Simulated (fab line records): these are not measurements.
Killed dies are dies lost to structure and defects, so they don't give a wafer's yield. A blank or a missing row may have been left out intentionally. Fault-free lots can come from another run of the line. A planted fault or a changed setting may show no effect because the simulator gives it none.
fab line records | flow berkeleyCmos170
record: lots: 7 wafers: 21 lastDay: 12
route steps=331 shown NLDD@166 SPACER@171 PSD@175
lots untouched by any fault: they come from a run of this same line in which no faults occurred
startH: start of the lot's first displayed wafer, in hours after the record's first day | waitH: hours since the lot's step before | " the same as in the row above | L1.1+2: several wafers, shown together as one row | - no value, or no start was given | * or withheld: withheld | < > ~ a bound
route shown NAME@n: names a module that has steps shown in the file, with the first one's number in the route | usual: mean and standard deviation over wafers with no fault | same: alike in all rows | chamber/n: place in a boat | sites: each site's reading | _std_site: their standard deviation | _edge_site: mean of outer sites minus mean of inner sites | radiusMm: for every site, how far away it sits from the centre of the wafer | mask NAME#n: copy n | behind: the most recent tool/chamber to have shaped the wafer | hold: cause of the lot's hold/its duration in hours/its outcome | device: which transistor (n, p or np) failed to switch | end of line: at the end of the route, the tests of the same wafers | for a step that has no rows: nothing shown but its recipe | killed: at the first sort, the dies lost to defects and structure; wafer yield is something else | map: per-die view of a wafer (x killed, . not killed, _ where there is no die)
set.NAME: the run value of the setting; set.NAME@STEP: its run value at that earlier step | model.NAME: the simulator's own value behind a step, which no gauge read
certain route steps with their lots: each step a table, each wafer a row
services: when a tool's chamber went out of use (startH, in hours from the record's first day, below 0 if earlier), for how many hours, and the reason
== steps ==
step: UCB170_NLDD_IMPLANT_08
recipe: species: As doseCm2: 5e+13 energyKev: 30 tiltDeg: 7 rotationDeg: 0
step: UCB170_NLDD_IMPLANT_09
recipe: species: As doseCm2: 5e+13 energyKev: 30 tiltDeg: 7 rotationDeg: 180
step: UCB170_NLDD_STRIP_10
recipe: chemistry: O2 powerW: 400 pressureMtorr: 3500 platenTempC: withheld o2FlowSccm: 400 overashFraction: 0.5
usual: drypumpMotorCurrentA: 6.0/0.36 oesProductAu: 0.733/0.005 stripTimeToEndpointS: 21.65/0.07
columns lot.wafer tool chamber startH waitH drypumpMotorCurrentA oesProductAu rfHoursCounterH stripTimeToEndpointS
L615.4 plasmaAsher-03 0 158.78 0.1 6.1 0.736 - 21.66
L615.5 " 0 " " 6.1 0.727 - 21.62
L615.6 " 1 " " 6.3 0.735 - 21.69
L618.3 plasmaAsher-03 0 176.51 0.1 6.1 0.735 - 21.63
L618.5 " 0 " " 6.1 0.734 - 21.66
L618.6 " 1 " " 6.3 0.737 - 21.66
L617.2 plasmaAsher-02 1 176.72 0.1 6.2 0.730 36 21.70
L617.3 " 1 " " 6.1 0.730 - 21.72
L617.5 " 1 " " 6.1 0.728 - 21.69
L624.2 plasmaAsher-04 0 199.08 0.1 6.2 0.731 52 21.60
L624.3 " 1 " " 5.2 0.731 - 21.56
L624.6 " 1 " " 5.2 0.732 - 21.61
L620.1 plasmaAsher-03 0 199.19 0.1 6.1 0.726 10 21.61
L620.2 " 1 " " 6.2 0.739 10 21.62
L620.5 " 0 " " 6.1 0.733 - 21.57
L630.1 plasmaAsher-02 0 227.67 0.1 5.5 0.736 42 21.53
L630.3 " 1 " " 6.2 0.726 - 21.54
L630.6 " 1 " " 6.2 0.734 - 21.52
L631.1 plasmaAsher-03 0 240.05 0.1 6.1 0.731 15 21.62
L631.4 " 0 " " 6.1 0.734 - 21.60
L631.5 " 0 " " 6.1 0.739 - 21.59
step: UCB170_NLDD_TW_MEAS_11
usual: NLDD_TW: 2206/19
columns lot.wafer tool chamber startH waitH NLDD_TW
L615.4 filmMetro-02 - 158.87 0.1 2209
L615.5 " - " " 2204
L615.6 " - " " 2202
L618.3 filmMetro-02 - 176.60 0.1 2196
L618.5 " - " " 2196
L618.6 " - " " 2206
L617.2 filmMetro-03 - 176.83 0.1 2187
L617.3 " - " " 2180
L617.5 " - " " 2175
L624.2 filmMetro-04 - 199.19 0.1 2201
L624.3 " - " " 2216
L624.6 " - " " 2217
L620.1 filmMetro-03 - 199.29 0.1 2187
L620.2 " - " " 2186
L620.5 " - " " 2192
L630.1 filmMetro-04 - 227.77 0.1 2223
L630.3 " - " " 2236
L630.6 " - " " 2241
L631.1 filmMetro-02 - 240.15 0.1 2218
L631.4 " - " " 2212
L631.5 " - " " 2207
step: UCB170_NLDD_CLEAN_12
recipe: chemistry: SPM tempC: 120 timeS: 600
step: UCB170_SPACER_CVD_00
recipe: material: SiO2 targetThkNm: 376 tempC: 390 precursor: TEOS/O2 timeS: 47 rfW: 550 pressureMtorr: 9000
usual: heaterPowerW: 249/66
columns lot.wafer tool chamber startH waitH heaterPowerW
L615.4 pecvd-01 1 159.10 0.0 221
L615.5 " 2 " " 249
L615.6 " 0 " " 202
L618.3 pecvd-03 1 176.83 0.0 359
L618.5 " 0 " " 269
L618.6 " 1 " " 369
L617.2 pecvd-01 0 177.21 0.0 154
L617.3 " 1 " " 205
L617.5 " 0 " " 165
L624.2 pecvd-02 0 199.43 0.0 234
L624.3 " 2 " " 234
L624.6 " 1 " " 199
L620.1 pecvd-01 1 199.53 0.0 210
L620.2 " 0 " " 197
L620.5 " 1 " " 218
L630.1 pecvd-01 0 229.45 0.0 198
L630.3 " 1 " " 176
L630.6 " 2 " " 272
L631.1 pecvd-01 0 240.38 0.0 188
L631.4 " 1 " " 192
L631.5 " 2 " " 278
step: UCB170_SPACER_THK_MEAS_01
recipe: reads: SiO2_of_SPACER_CVD_00
usual: SPACER_TEOS_THK: 376/4.8
columns lot.wafer tool chamber startH waitH SPACER_TEOS_THK[nm]
L615.4 filmMetro-01 - 159.15 0.0 379
L615.5 " - " " 377
L615.6 " - " " 382
L618.3 filmMetro-01 - 176.89 0.0 373
L618.5 " - " " 374
L618.6 " - " " 377
L617.2 filmMetro-03 - 177.27 0.0 371
L617.3 " - " " 368
L617.5 " - " " 374
L624.2 filmMetro-03 - 199.49 0.0 375
L624.3 " - " " 376
L624.6 " - " " 382
L620.1 filmMetro-01 - 199.57 0.0 376
L620.2 " - " " 377
L620.5 " - " " 383
L630.1 filmMetro-03 - 229.50 0.0 376
L630.3 " - " " 378
L630.6 " - " " 374
L631.1 filmMetro-01 - 240.43 0.0 367
L631.4 " - " " 382
L631.5 " - " " 374
step: UCB170_SPACER_ANNEAL_02
recipe: tempC: 900 timeS: 1800 ambient: N2
step: UCB170_SPACER_ETCHBACK_03
recipe: stopOn: Si target: SiO2 chemistry: CHF3/CF4/Ar CHF3_flow_sccm: 50 cf4FlowSccm: 10 Ar_flow_sccm: 120 pressureMtorr: 200 rfW: 500 targetDepthA: 3760 timeS: 100
usual: cf4FlowSccm: 10.003/0.029 drypumpMotorCurrentA: 5.9/0.51 oesProductAu: 0.893/0.015 throttleValvePct: 6.47/0.054
columns lot.wafer tool chamber startH waitH cf4FlowSccm drypumpMotorCurrentA oesProductAu rfHoursCounterH throttleValvePct
L615.4 rieDiel-01 3 167.50 0.0 10.016 5.5 0.883 18 6.39
L615.5 " 0 " " 10.031 4.7 0.898 - 6.55
L615.6 " 1 " " 9.996 6.1 0.894 - 6.49
L617.2 rieDiel-03 0 179.11 0.0 10.025 5.6 0.886 0 6.49
L617.3 " 2 " " 9.960 6.5 0.896 56 6.43
L617.5 " 0 " " 9.978 5.6 0.889 - 6.51
L618.3 rieDiel-02 3 179.11 0.0 9.980 5.5 0.893 146 6.45
L618.5 " 1 " " 9.970 5.6 0.899 - 6.54
L618.6 " 2 " " 9.999 6.4 0.892 - 6.48
L620.1 rieDiel-01 0 202.13 0.0 10.009 4.7 0.894 6 6.54
L620.2 " 2 " " 9.987 5.5 0.904 20 6.48
L620.5 " 0 " " 10.035 4.8 0.918 - 6.57
L624.2 rieDiel-03 2 202.13 0.0 10.019 6.6 0.915 56 6.44
L624.3 " 0 " " 10.012 5.6 0.887 1 6.50
L624.6 " 2 " " 9.996 6.6 0.919 - 6.44
L630.1 rieDiel-03 0 233.16 0.0 9.962 5.6 0.885 3 6.49
L630.3 " 2 " " 9.983 6.5 0.911 58 6.44
L630.6 " 1 " " 10.009 6.3 0.881 - 6.43
L631.1 rieDiel-03 1 244.60 0.0 9.972 6.3 0.861 10 6.43
L631.4 " 1 " " 9.969 6.3 0.885 - 6.44
L631.5 " 2 " " 9.990 6.6 0.908 - 6.43
step: UCB170_PSD_HMDS_00
recipe: primeTimeS: 60 primeTempC: 100
step: UCB170_PSD_COAT_01
recipe: resist: KrF spinRpm: 1500 resistThkNm: 900
step: UCB170_PSD_SOFTBAKE_02
recipe: resist: KrF tempC: 130 timeS: 60
step: UCB170_PSD_EXPOSE_03
recipe: maskId: PSELECT_MOD na: 0.5 sigmaOuter: 0.6 sourceShape: conventional targetCdNm: 1200 doseMj: 30
usual: exposureDoseMJCm2: 29.98/0.03 focusOffsetNm: 0.1/0.53 na: 0.5/0
columns lot.wafer tool chamber startH waitH mask exposureDoseMJCm2 focusOffsetNm na
L615.4 krfScanner-01 0 168.93 0.5 PSELECT_MOD#0 30.02 0.0 0.5
L615.5 " 0 " " PSELECT_MOD#0 30.02 -0.6 0.5
L615.6 " 0 " " PSELECT_MOD#0 30.04 -0.7 0.5
L617.2 krfScanner-01 0 180.02 0.3 PSELECT_MOD#0 29.95 -0.6 0.5
L617.3 " 0 " " PSELECT_MOD#0 29.96 -0.9 0.5
L617.5 " 0 " " PSELECT_MOD#0 29.98 -0.4 0.5
L618.3 krfScanner-02 - 180.28 0.4 PSELECT_MOD#0 - - -
L618.5 " - " " PSELECT_MOD#0 - - -
L618.6 " - " " PSELECT_MOD#0 - - -
L624.2 krfScanner-02 - 202.92 - PSELECT_MOD#0 - - -
L624.3 " - " " PSELECT_MOD#0 - - -
L624.6 " - " " PSELECT_MOD#0 - - -
L620.1 krfScanner-01 - 203.17 0.2 PSELECT_MOD#0 - - -
L620.2 " - " " PSELECT_MOD#0 - - -
L620.5 " - " " PSELECT_MOD#0 - - -
L630.1 krfScanner-02 0 234.62 - PSELECT_MOD#0 30.01 -0.1 0.5
L630.3 " 0 " " PSELECT_MOD#0 29.98 0.1 0.5
L630.6 " 0 " " PSELECT_MOD#0 29.96 0.1 0.5
L631.1 krfScanner-02 0 245.22 0.1 PSELECT_MOD#0 29.94 0.0 0.5
L631.4 " 0 " " PSELECT_MOD#0 29.98 0.0 0.5
L631.5 " 0 " " PSELECT_MOD#0 29.94 0.5 0.5
step: UCB170_PSD_PEB_04
recipe: pebTempC: 130 pebTimeS: withheld resist: KrF
== services ==
columns tool chamber startH hours kind
pecvd-03 1 143.82 9.7 repair
pecvd-02 - 149.64 2.8 pm
krfScanner-01 - 150.76 1.3 pm
krfScanner-01 - 154.29 4.4 pm
rieDiel-03 0 157.92 - clean
rieDiel-03 0 157.92 17.4 scheduledDown
rieDiel-03 0 157.92 17.4 ventCycle
krfScanner-02 - 176.66 1.3 pm
krfScanner-01 - 184.15 1.0 pm
rieDiel-02 0 189.40 20.2 repair
rieDiel-02 - 205.33 0.2 repair
rieDiel-03 3 205.41 - clean
rieDiel-03 3 205.41 19.9 scheduledDown
rieDiel-03 3 205.41 19.9 ventCycle
pecvd-02 - 208.28 2.4 repair
rieDiel-03 - 209.34 0.6 repair
krfScanner-02 - 209.86 0.8 pm
rieDiel-02 3 212.51 3.2 repair
plasmaAsher-03 - 219.57 4.3 repair
krfScanner-02 0 227.38 - calibration
rieDiel-01 2 231.50 6.3 repair
rieDiel-03 3 238.73 10.3 repair
pecvd-03 - 242.50 14.0 pm
krfScanner-01 - 243.26 0.8 pm
== key ==
firstSign: step: UCB170_PSD_EXPOSE_03 reading: toolRecord direction: missing
effect none on later readings
metAt UCB170_PSD_EXPOSE_03
struckWafers L618.3,L618.5,L618.6,L620.1,L620.2,L620.5,L624.2,L624.3,L624.6
sortLeftOut L618.3,L618.5,L618.6,L620.1,L620.2,L620.5,L624.2,L624.3,L624.6
testerLeftOut L618,L620,L624
onsetBetween 180.02 180.28
fault: kind: skippedStepWhole tool: krfScanner-01,krfScanner-02 chamber: - onsetH: 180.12 steps: UCB170_PSD_EXPOSE_03 scope: struckLotsOnly
testerLeftOut: of these lots the tester's yield and bins aren't shown, on N5 and GAA mostly nor the transistor test; their killed dies are dies lost to structure and defects alone, not to doping, threshold or leakage, so they don't give the yield
sortLeftOut: the simulated sort isn't trusted on such a fault, so these wafers' sort isn't shown, and their yield isn't known
